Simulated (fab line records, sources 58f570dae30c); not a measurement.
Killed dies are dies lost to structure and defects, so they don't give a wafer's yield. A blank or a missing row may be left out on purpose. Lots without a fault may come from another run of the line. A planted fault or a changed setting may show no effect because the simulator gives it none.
fab line records | flow berkeley_cmos170
record lots=14 wafers=42 last_day=13
route steps=331 shown CONTACT@228
lots that met no fault: from a run of the same line without faults
start_h: hours from the record's first day to the start of the lot's first wafer shown | wait_h: hours since the lot's step before | " the same as in the row above | L1.1+2: a row that stands for several wafers | - no value, or no start given | * or withheld: withheld | < > ~ a bound
route shown NAME@n: a module of which the file shows steps, and the number in the route of the first | usual: mean/standard deviation of fault-free wafers | same: alike in all rows | chamber/n: place in a boat | sites: the reading at each site | _std_site: their standard deviation | _edge_site: outer sites' mean less inner sites' | radius_mm: how far each site lies from the wafer's centre | mask NAME#n: copy n | behind: the tool/chamber that last shaped the wafer | hold: why the lot was held/for how many hours/how that ended | device: the transistor (n, p or np) that didn't switch | end of line: the same wafers' tests at the end of the route | a step without rows: its recipe alone | killed: dies lost to structure and defects at the first sort, not the wafer's yield | map: a wafer's dies, x killed, . not, _ none there
set.NAME: the setting as run; set.NAME@STEP: as run at that earlier step | model.NAME: the simulator's own value behind a step, which no gauge read
steps of the route over a sample of lots; a table a step, a row a wafer
services: from which hour (start_h, from the record's first day; less than 0 if before it) a tool's chamber was out of use, for how many hours, and why
## steps
# step UCB170_CONTACT_EXPOSE_12
# recipe mask_id=CONT target_cd_nm=700 na=0.5 sigma_outer=0.6 source_shape=conventional dose_mj=35
# usual exposure_dose_mJ_cm2=34.99/0.041 focus_offset_nm=0.0/0.5
# columns lot.wafer tool chamber start_h wait_h mask exposure_dose_mJ_cm2 focus_offset_nm
L855.3 krf_scanner-02 0 188.20 - CONT#0 35.00 0.6
L855.4 " 0 " " CONT#0 34.98 0.1
L855.6 " 0 " " CONT#0 35.01 0.3
L856.1 krf_scanner-02 0 188.88 - CONT#0 35.03 -0.1
L856.2 " 0 " " CONT#0 35.02 0.5
L856.3 " 0 " " CONT#0 34.99 -0.1
L858.1 krf_scanner-02 0 197.36 - CONT#0 34.98 -0.1
L858.3 " 0 " " CONT#0 35.04 -0.1
L858.5 " 0 " " CONT#0 35.00 0.0
L857.1 krf_scanner-02 0 197.69 - CONT#0 34.99 -0.7
L857.5 " 0 " " CONT#0 34.99 -0.4
L857.6 " 0 " " CONT#0 35.01 0.2
L861.2 krf_scanner-02 0 209.86 - CONT#0 34.94 -0.1
L861.4 " 0 " " CONT#0 34.93 0.0
L861.6 " 0 " " CONT#0 35.02 0.1
L862.2 krf_scanner-01 0 210.10 - CONT#0 35.03 -0.1
L862.5 " 0 " " CONT#0 34.95 -0.6
L862.6 " 0 " " CONT#0 35.00 -0.3
L867.1 krf_scanner-01 - 240.01 - CONT#0 - -
L867.4 " - " " CONT#0 - -
L867.6 " - " " CONT#0 - -
L872.1 krf_scanner-02 0 264.45 - CONT#0 35.02 0.1
L872.3 " 0 " " CONT#0 34.98 0.3
L872.5 " 0 " " CONT#0 34.97 -0.8
L873.1 krf_scanner-01 0 265.87 - CONT#0 35.01 0.1
L873.3 " 0 " " CONT#0 34.94 0.0
L873.4 " 0 " " CONT#0 34.95 0.1
L871.1 krf_scanner-02 - 266.18 - CONT#0 - -
L871.4 " - " " CONT#0 - -
L871.6 " - " " CONT#0 - -
L874.1 krf_scanner-01 0 278.52 - CONT#0 34.90 0.6
L874.2 " 0 " " CONT#0 34.86 -0.4
L874.4 " 0 " " CONT#0 34.91 0.5
L875.1 krf_scanner-02 0 278.83 - CONT#0 35.03 0.1
L875.2 " 0 " " CONT#0 35.04 -0.4
L875.5 " 0 " " CONT#0 35.03 0.6
L876.1 krf_scanner-02 0 290.81 - CONT#0 34.99 0.1
L876.2 " 0 " " CONT#0 35.03 0.8
L876.3 " 0 " " CONT#0 35.05 0.2
L878.2 krf_scanner-02 0 302.95 - CONT#0 35.02 -0.3
L878.4 " 0 " " CONT#0 35.03 0.1
L878.6 " 0 " " CONT#0 35.03 -0.2
## services
# columns tool chamber start_h hours kind
krf_scanner-02 - 238.67 1.3 pm
krf_scanner-01 - 242.85 1.0 pm
krf_scanner-01 0 260.12 - calibration
krf_scanner-02 0 271.81 - calibration
krf_scanner-01 - 280.97 1.3 pm
krf_scanner-02 - 286.45 0.8 pm
krf_scanner-02 - 287.52 0.4 repair
krf_scanner-02 - 298.31 1.0 pm
krf_scanner-01 - 299.31 4.0 pm
## key
first_sign step=UCB170_CONTACT_EXPOSE_12 reading=tool_record direction=missing
effect none on later readings
met_at UCB170_CONTACT_EXPOSE_12
struck_lots L867,L871
later_rows_left_out L867.1,L867.4,L867.6,L871.1,L871.4,L871.6
sort_left_out L867.1,L867.4,L867.6,L871.1,L871.4,L871.6
tester_left_out L867,L871
onset_between 210.10 240.01
fault kind=skipped_step_whole tool=krf_scanner-01,krf_scanner-02 chamber=- onset_h=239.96 steps=UCB170_CONTACT_EXPOSE_12 scope=struck_lots_only
# tester_left_out: of these lots the tester's yield and bins aren't shown, on N5 and GAA mostly nor the transistor test; their killed dies are dies lost to structure and defects alone, not to doping, threshold or leakage, so they don't give the yield
# sort_left_out: the simulated sort isn't trusted on such a fault, so these wafers' sort isn't shown, and their yield isn't known
# later_rows_left_out: the simulator's readings of these wafers behind a module that went badly wrong aren't trusted and aren't shown, but for the sort
